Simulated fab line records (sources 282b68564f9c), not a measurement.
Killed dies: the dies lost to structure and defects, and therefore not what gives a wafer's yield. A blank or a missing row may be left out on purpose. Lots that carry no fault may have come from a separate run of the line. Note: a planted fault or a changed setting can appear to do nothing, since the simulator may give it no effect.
fab line records	flow ritCmos
record lots=14	wafers=42	lastDay=8
route steps=202 shown SILICIDE@162
lots that met no fault: taken from a fault-free run of the same line
startH: the number of hours between the record's first day and the start of the first shown wafer of the lot	waitH: how many hours have passed since the lot's step before this one	" identical to the entry in the row above	L1.1+2: one row covering several wafers at once	- no value, or no start was given	* or withheld: withheld	< > ~ a bound
route shown NAME@n: names a module that has steps shown in the file, with the first one's number in the route	usual: mean and standard deviation over wafers with no fault	same: alike in all rows	chamber/n: place in a boat	sites: each site's reading	_std_site: the standard deviation of these	_edge_site: outer sites' mean less inner sites'	radiusMm: how far each site lies from the wafer's centre	mask NAME#n: copy n	behind: the most recent tool/chamber to have shaped the wafer	hold: cause of the lot's hold/its duration in hours/its outcome	device: names the non-switching transistor (n, p or np)	end of line: at the end of the route, the tests of the same wafers	a step without rows: its recipe alone	killed: dies that structure and defects cost at the first sort, which is not the same as the wafer's yield	map: a wafer's dies, x killed, . not, _ none there
set.NAME: setting as actually run; set.NAME@STEP: the setting as run at that earlier step	model.NAME: the simulator's own value behind a step, which no gauge read
one table for each step of the route and one row for each wafer, over a sample of lots
services: a tool's chamber out of use, with start hour (startH, from the record's first day; less than 0 if before it), hours out, and reason
## steps
# step RIT_SILICIDE_SPUTTER_01
# recipe material=Ti	targetThkNm=30	powerW=362.5	chamberPressurePa=0.667	gas=Ar	timeS=240	substrateTempC=25
# usual throttleValvePct=30.1/0.81
lot.wafer	tool	chamber	startH	waitH	throttleValvePct
L321.3	pvdSputter-02	-	54.85	0.0	29.7
L321.5	"	-	"	"	28.8
L321.6	"	-	"	"	31.2
L323.3	pvdSputter-02	-	61.82	0.0	29.9
L323.5	"	-	"	"	29.7
L323.6	"	-	"	"	29.8
L324.3	pvdSputter-04	-	73.29	0.0	30.7
L324.4	"	-	"	"	30.0
L324.6	"	-	"	"	30.6
L325.1	pvdSputter-01	-	79.30	0.0	31.7
L325.2	"	-	"	"	30.8
L325.3	"	-	"	"	28.9
L327.2	pvdSputter-02	-	86.55	0.0	31.4
L327.3	"	-	"	"	29.7
L327.4	"	-	"	"	28.9
L326.2	pvdSputter-01	-	86.79	0.0	28.4
L326.3	"	-	"	"	28.9
L326.6	"	-	"	"	28.6
L328.2	pvdSputter-02	-	94.29	0.0	29.6
L328.3	"	-	"	"	31.4
L328.6	"	-	"	"	31.2
L329.1	pvdSputter-04	-	101.78	0.0	29.9
L329.4	"	-	"	"	30.1
L329.5	"	-	"	"	30.0
L330.3	pvdSputter-01	-	104.44	0.0	30.8
L330.5	"	-	"	"	31.0
L330.6	"	-	"	"	28.9
L331.1	pvdSputter-02	-	108.15	0.0	30.2
L331.4	"	-	"	"	29.6
L331.6	"	-	"	"	29.8
L335.1	pvdSputter-02	-	125.57	0.0	31.5
L335.5	"	-	"	"	29.1
L335.6	"	-	"	"	29.5
L336.2	pvdSputter-04	-	128.66	0.0	29.6
L336.3	"	-	"	"	29.9
L336.5	"	-	"	"	29.6
L337.2	pvdSputter-02	-	135.43	0.0	31.4
L337.3	"	-	"	"	29.9
L337.6	"	-	"	"	29.9
L344.1	pvdSputter-04	-	181.92	0.0	30.7
L344.2	"	-	"	"	29.9
L344.6	"	-	"	"	29.9
# step RIT_SILICIDE_RS_MEAS_02
# recipe thkMeasGauge=four-point-probe	reads=Ti_of_SILICIDE_SPUTTER_01
# usual SILICIDE_TI_RS=45.6/0.58
lot.wafer	tool	chamber	startH	waitH	SILICIDE_TI_RS[ohm/sq]
L321.3	filmMetro-03	-	55.04	0.1	44.8
L321.5	"	-	"	"	46.3
L321.6	"	-	"	"	44.9
L323.3	filmMetro-01	-	62.01	0.1	45.1
L323.5	"	-	"	"	45.4
L323.6	"	-	"	"	46.3
L324.3	filmMetro-04	-	73.48	0.1	45.1
L324.4	"	-	"	"	45.5
L324.6	"	-	"	"	44.9
L325.1	filmMetro-04	-	79.45	0.1	46.1
L325.2	"	-	"	"	46.8
L325.3	"	-	"	"	45.5
L327.2	filmMetro-03	-	86.72	0.1	45.4
L327.3	"	-	"	"	45.4
L327.4	"	-	"	"	46.4
L326.2	filmMetro-04	-	86.96	0.1	45.7
L326.3	"	-	"	"	45.7
L326.6	"	-	"	"	45.8
L328.2	filmMetro-04	-	94.46	0.1	45.1
L328.3	"	-	"	"	44.6
L328.6	"	-	"	"	44.9
L329.1	filmMetro-01	-	101.93	0.1	45.0
L329.4	"	-	"	"	45.5
L329.5	"	-	"	"	45.1
L330.3	filmMetro-01	-	104.63	0.1	45.9
L330.5	"	-	"	"	46.0
L330.6	"	-	"	"	45.9
L331.1	filmMetro-01	-	108.30	0.1	46.0
L331.4	"	-	"	"	46.1
L331.6	"	-	"	"	45.8
L335.1	filmMetro-04	-	125.72	0.1	35.8
L335.5	"	-	"	"	36.0
L335.6	"	-	"	"	35.4
L336.2	filmMetro-01	-	128.83	0.1	45.8
L336.3	"	-	"	"	46.0
L336.5	"	-	"	"	45.5
L337.2	filmMetro-04	-	135.60	0.1	35.6
L337.3	"	-	"	"	35.5
L337.6	"	-	"	"	35.8
L344.1	filmMetro-01	-	182.07	0.1	44.8
L344.2	"	-	"	"	45.0
L344.6	"	-	"	"	45.3
# step RIT_SILICIDE_THK_MEAS_03
# recipe thkMeasGauge=xrf	reads=Ti_of_SILICIDE_SPUTTER_01
# usual SILICIDE_TI_THK=31.1/0.35
lot.wafer	tool	chamber	startH	waitH	SILICIDE_TI_THK[nm]
L321.3	filmMetro-03	-	55.14	0.1	31.7
L321.5	"	-	"	"	30.7
L321.6	"	-	"	"	31.5
L323.3	filmMetro-01	-	62.11	0.1	31.4
L323.5	"	-	"	"	31.2
L323.6	"	-	"	"	30.9
L324.3	filmMetro-04	-	73.58	0.1	31.2
L324.4	"	-	"	"	30.8
L324.6	"	-	"	"	31.2
L325.1	filmMetro-04	-	79.57	0.1	30.6
L325.2	"	-	"	"	30.2
L325.3	"	-	"	"	30.9
L327.2	filmMetro-03	-	86.83	0.1	31.0
L327.3	"	-	"	"	31.0
L327.4	"	-	"	"	30.6
L326.2	filmMetro-04	-	87.07	0.1	30.9
L326.3	"	-	"	"	30.7
L326.6	"	-	"	"	30.7
L328.2	filmMetro-04	-	94.57	0.1	31.1
L328.3	"	-	"	"	31.4
L328.6	"	-	"	"	31.2
L329.1	filmMetro-01	-	102.05	0.1	31.3
L329.4	"	-	"	"	31.4
L329.5	"	-	"	"	31.4
L330.3	filmMetro-01	-	104.73	0.1	31.0
L330.5	"	-	"	"	30.9
L330.6	"	-	"	"	30.9
L331.1	filmMetro-01	-	108.42	0.1	30.9
L331.4	"	-	"	"	30.9
L331.6	"	-	"	"	31.0
L335.1	filmMetro-04	-	125.84	0.1	37.5
L335.5	"	-	"	"	37.3
L335.6	"	-	"	"	37.8
L336.2	filmMetro-01	-	128.94	0.1	31.1
L336.3	"	-	"	"	30.9
L336.5	"	-	"	"	31.2
L337.2	filmMetro-04	-	135.71	0.1	37.5
L337.3	"	-	"	"	37.7
L337.6	"	-	"	"	37.3
L344.1	filmMetro-01	-	182.19	0.1	31.7
L344.2	"	-	"	"	31.5
L344.6	"	-	"	"	31.3
## services
tool	chamber	startH	hours	kind
pvdSputter-02	-	56.68	1.2	repair
pvdSputter-02	-	76.87	2.5	repair
pvdSputter-04	-	79.59	9.4	repair
pvdSputter-02	-	103.92	0.9	repair
pvdSputter-02	-	119.14	6.3	repair
pvdSputter-02	-	152.63	1.1	repair
## key
firstSign step=RIT_SILICIDE_RS_MEAS_02	reading=SILICIDE_TI_RS	direction=down	sigmas=17	usual=45.6	struck=35.7
effect step=RIT_SILICIDE_THK_MEAS_03	reading=SILICIDE_TI_THK	direction=up	sigmas=18	usual=31.1	struck=37.5
metAt RIT_SILICIDE_SPUTTER_01
struckLots L335,L337
testerLeftOut L335,L337
onsetBetween 108.15 125.57
fault kind=processParameterDrift	tool=pvdSputter-02	chamber=-	onsetH=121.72	steps=RIT_SILICIDE_SPUTTER_01	channel=targetThkNm	offset=6.2246	shape=step	endH=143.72	stated=30
# testerLeftOut: of these lots the tester's yield and bins aren't shown, on N5 and GAA mostly nor the transistor test; their killed dies are dies lost to structure and defects alone, not to doping, threshold or leakage, so they don't give the yield
